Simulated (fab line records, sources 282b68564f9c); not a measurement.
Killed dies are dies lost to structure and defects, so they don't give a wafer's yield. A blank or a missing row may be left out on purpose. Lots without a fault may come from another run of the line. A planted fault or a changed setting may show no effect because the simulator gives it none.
One fault seen from 2 desks | flow rit_cmos | each desk has only its own numbers; what lay behind them comes last

THE TOOL OWNER'S DESK: rie_metal-03
The tool's own readings at RIT_M1_METAL_ETCH_12 (etches Al in Cl2/BCl3, stops on SiO2, time 165 s, target depth 600 nm): means of the sampled wafers that have a number, for each lot that ran on this tool. A lot is out of limits, marked OUT, if its mean lies more than 4 standard deviations from the usual mean; the brackets give that distance.
Columns: A = drypump_motor_current_A at RIT_M1_METAL_ETCH_12, usual 5.5 A; B = oes_product_au at RIT_M1_METAL_ETCH_12, usual 0.770 a.u.; C = rf_fwd_power_W at RIT_M1_METAL_ETCH_12, usual 248.9 W; D = throttle_valve_pct at RIT_M1_METAL_ETCH_12, usual 8.32 %
lot  | first seen here | A   | B     | C               | D
L509 | day 3 09:51     | 6.0 | 0.769 | 248.8           | 8.38
L512 | day 4 04:00     | 6.0 | 0.764 | 248.8           | 8.38
L518 | day 5 10:10     | 6.0 | 0.776 | 282.0 (+41) OUT | 8.37
L521 | day 5 20:59     | 5.9 | 0.773 | 315.9 (+84) OUT | 8.29
This desk's finding: out of limits on L518, L521; first on L518, day 5 10:10 (rf_fwd_power_W at RIT_M1_METAL_ETCH_12). In limits: L509, L512.

THE METROLOGY DESK
What the gauges read, lot by lot, whatever tool the lot ran on: means of the sampled wafers that have a number. A lot is out of limits, marked OUT, if its mean lies more than 4 standard deviations from the usual mean; the brackets give that distance.
Columns: A = cd_nm at RIT_M1_CD_MEAS_90, usual 2601 nm
lot  | first seen here | A
L509 | day 3 10:23     | 2597
L510 | day 3 16:10     | 2603
L512 | day 4 04:31     | 2600
L513 | day 4 09:19     | 2599
L514 | day 4 13:07     | 2601
L517 | day 5 04:59     | 2601
L518 | day 5 10:39     | 2591
L520 | day 5 17:30     | 2601
L521 | day 5 21:31     | 2590
L522 | day 6 01:44     | 2602
L523 | day 6 10:15     | 2600
L525 | day 6 20:51     | 2599
L529 | day 7 12:44     | 2597
L531 | day 8 03:04     | 2602
This desk's finding: nothing out of limits on any of the 14 lots.

PUT TOGETHER
The tool owner's desk could have raised an alarm at day 5 10:10, on L518, L521.
The metrology desk saw nothing out of limits.
The metrology desk has L518, L521 on record, within its limits.
Of the lots named, all ran RIT_M1_METAL_ETCH_12 on rie_metal-03.

WHAT THE SIMULATOR HAD PUT IN
Process parameter drift: rie_metal-03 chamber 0, from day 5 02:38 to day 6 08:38, at RIT_M1_METAL_ETCH_12. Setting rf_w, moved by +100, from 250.
Lots struck among those shown: L518, L521.
Hours from the fault's start to each desk's first reading out of limits: the tool owner's desk, 8.
